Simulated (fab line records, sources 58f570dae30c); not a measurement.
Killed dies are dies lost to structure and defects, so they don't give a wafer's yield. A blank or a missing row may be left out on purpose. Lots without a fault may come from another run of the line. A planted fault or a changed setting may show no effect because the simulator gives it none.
A struck lot beside a sound one | flow berkeley_cmos170 | 14 steps out of a route of 331
Sound: wafers L185.2, L185.3, L185.6. Struck: wafers L177.2, L177.5, L177.6. The cause comes at the end.
At each step with rows: each side's tool, then ch and its chambers, then its first start. Under that, the readings that differ: sound wafers | struck wafers | difference of the means | sigmas: that difference in standard deviations of wafers without a fault.
alike: readings whose means differ by less than 2 such deviations, and words and numbers that are the same on both sides. not compared: withheld readings, readings that some wafer has no value for, bounds like >300 that may hide the same value, and numbers for which the record gives no deviation and whose values overlap.
The two part at a step that has a row with sigmas, a row that says differs or no value, or rows on one side only. Numbers that don't overlap but have no deviation are shown without sigmas and don't part them. A reading that every wafer of one side lacks parts them only if that side has two wafers or more.

UCB170_CONTACT_OVL_MEAS_16:
  sound on overlay-01, day 10 22:42; struck on overlay-01, day 8 14:22
  alike: CONTACT_OVL
UCB170_CONTACT_ETCH_17: etches BARC in N2/H2.
  sound on rie_diel-04 ch 0,2,3, day 10 22:44; struck on rie_diel-01 ch 1,2,3, day 8 14:23
  alike: bias_w, drypump_motor_current_A, oes_product_au, throttle_valve_pct
UCB170_CONTACT_ETCH_18: etches PSG in CHF3/CF4/Ar, stops on TiSi2, target depth 840 nm, time 195 s.
  sound on rie_diel-04 ch 0,2,3; struck on rie_diel-01 ch 1,2,3
  alike: drypump_motor_current_A, oes_product_au, throttle_valve_pct
  not compared: rf_hours_counter_h
UCB170_CONTACT_STRIP_19: strips in O2.
  sound on plasma_asher-01 ch 0,1, day 10 22:54; struck on plasma_asher-01 ch 0,1, day 8 14:33
  alike: drypump_motor_current_A, oes_product_au
  not compared: rf_hours_counter_h
UCB170_CONTACT_CD_MEAS_90: target cd 700 nm.
  sound on cd_sem-02, day 10 23:01; struck on cd_sem-02, day 8 14:40
  alike: cd_nm
then, 1 step without rows for these wafers: UCB170_CONTACT_CLEAN_20 (cleans in SPM, time 600 s).
UCB170_M1_SPUTTER_00: material Al, target thk 600 nm, time 80 s.
  sound on pvd_sputter-04, day 10 23:30; struck on pvd_sputter-03, day 8 14:57
  alike: throttle_valve_pct
UCB170_M1_RS_MEAS_01: measures by four-point-probe.
  sound on film_metro-03, day 10 23:35; struck on film_metro-03, day 8 15:02
  alike: M1_AL_RS
UCB170_M1_THK_MEAS_02: measures by xrf.
  sound on film_metro-03, day 10 23:41; struck on film_metro-03, day 8 15:08
  alike: M1_AL_THK
then, 3 steps without rows for these wafers: UCB170_M1_COAT_03; UCB170_M1_COAT_04 (resist thk 900 nm); UCB170_M1_SOFTBAKE_05 (time 60 s).
UCB170_M1_EXPOSE_06: exposes mask METAL1, target cd 700 nm.
  sound on krf_scanner-02 ch 0, day 11 00:13; struck on krf_scanner-02, day 8 15:52
  no value came back on the struck wafers for exposure_dose_mJ_cm2, focus_offset_nm (nm); on the sound wafers exposure_dose_mJ_cm2 reads 21.24 21.26 21.26
  alike: mask
then, 1 step without rows for these wafers: UCB170_M1_PEB_07.

WHERE THEY PART
Only at UCB170_M1_EXPOSE_06, within this record.

WHY: what the simulator had put in
Skipped step whole: krf_scanner-02, from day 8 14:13 on, at UCB170_M1_EXPOSE_06. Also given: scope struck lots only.
